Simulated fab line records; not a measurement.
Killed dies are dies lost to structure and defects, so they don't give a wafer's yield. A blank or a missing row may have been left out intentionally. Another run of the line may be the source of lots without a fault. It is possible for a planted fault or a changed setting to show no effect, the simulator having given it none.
Struck lot and sound lot, side by side + flow berkeleyCmos170 + 15 out of 331 route steps
Sound: these wafers, L950.1, L950.2, L950.3. The struck wafers were L946.1, L946.4, L946.5. Last of all comes the cause.
Each step with rows lists, per side, the tool, then ch with its chambers, then its first start. Under that, the readings that differ: sound wafers + struck wafers + difference of the means + sigmas: that difference in standard deviations of wafers without a fault.
alike: words and numbers the same on both sides, and readings whose means are apart by under 2 such deviations; not compared: readings that were withheld, readings missing a value for some wafer, numbers with overlapping values and no deviation given by the record, and bounds like >300 which may hide the same value.
A row with sigmas, a row that says differs or no value, or rows on one side alone: a step with any of these is where the two part. Numbers that don't overlap but have no deviation are shown without sigmas and don't part them. A reading missing from all wafers of one side parts the sides only when that side holds two or more wafers.

UCB170_V1_CMP_02: polishes SiO2.
  sound on cmp-01 ch 0,1,3, day 10 05:55; struck on cmp-02 ch 0,1,3, day 9 04:31
  alike: motorCurrentA
UCB170_V1_BOW_MEAS_03:
  sound on filmMetro-01 at day 10 06:13; struck on filmMetro-01 at day 9 04:46
  alike: V1_BOW
UCB170_V1_THK_MEAS_04:
  sound on filmMetro-01 at day 10 06:20; struck on filmMetro-01 at day 9 04:53
  alike: V1_POLISHED_THK
then, 7 steps without rows for these wafers: UCB170_V1_CLEAN_05 (cleans in DIW); UCB170_V1_HMDS_06 (prime time 60 s); UCB170_V1_COAT_07 (resist thk 900 nm); UCB170_V1_SOFTBAKE_08 (time 60 s); UCB170_V1_EXPOSE_09 (exposes mask VIA1, target cd 700 nm); UCB170_V1_PEB_10; UCB170_V1_DEVELOP_11 (develop time 45 s).
UCB170_V1_CD_MEAS_12: the cd target is 700 nm.
  sound on cdSem-01 at day 10 07:37; struck on cdSem-02 at day 9 06:51
  alike: cdNm
UCB170_V1_OVL_MEAS_13:
  sound on overlay-01 at day 10 07:44; struck on overlay-02 at day 9 06:58
  alike: V1_OVL
UCB170_V1_ETCH_14: etches SiO2 in CHF3/CF4/Ar, stops on Al, target depth 1250 nm, time 291 s.
  sound on rieDiel-03 ch 0,1,3, day 10 07:46; struck on rieDiel-02 ch 0,1,2, day 9 07:00
| reading                            | sound             | struck            | difference | sigmas |
|------------------------------------|-------------------|-------------------|------------|--------|
| oesProductAu (a.u.)                | 0.889 0.893 0.878 | 0.732 0.732 0.724 | -0.157     | -13    |
| model.V1.featureDepthNm (nm)       | 999.4 1001 999.7  | 683.8 697.3 689   | -310.0     |        |
| model.etch.depthNm (nm)            | 999.3 1001 999.7  | 683.8 697.3 689   | -310.0     |        |
| model.KrF_of_V1_COAT_07.thkNm (nm) | 608.8 616.5 611.2 | 731.5 728.1 730.9 | +118.0     |        |
  alike: drypumpMotorCurrentA, throttleValvePct
  not compared: rfHoursCounterH
UCB170_V1_STRIP_15: strips in O2.
  sound on plasmaAsher-01 ch 0,1, day 10 07:57; struck on plasmaAsher-03 ch 0, day 9 07:11
| reading                  | sound             | struck            | difference | sigmas |
|--------------------------|-------------------|-------------------|------------|--------|
| stripTimeToEndpointS (s) | 15.29 15.46 15.33 | 18.13 18.05 18.12 | +2.74      | +29    |
  alike: drypumpMotorCurrentA, oesProductAu
  not compared: rfHoursCounterH
UCB170_V1_CD_MEAS_90: the cd target is 700 nm.
  sound on cdSem-01 at day 10 08:03; struck on cdSem-02 at day 9 07:17
  alike: cdNm

WHERE THEY PART
Earliest at UCB170_V1_ETCH_14; latest, in this record, at UCB170_V1_STRIP_15. Later steps at which nothing parts them and some readings are alike: UCB170_V1_CD_MEAS_90.

WHY: what the simulator had put in
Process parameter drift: rieDiel-02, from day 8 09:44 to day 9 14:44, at UCB170_V1_ETCH_14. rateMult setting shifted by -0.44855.
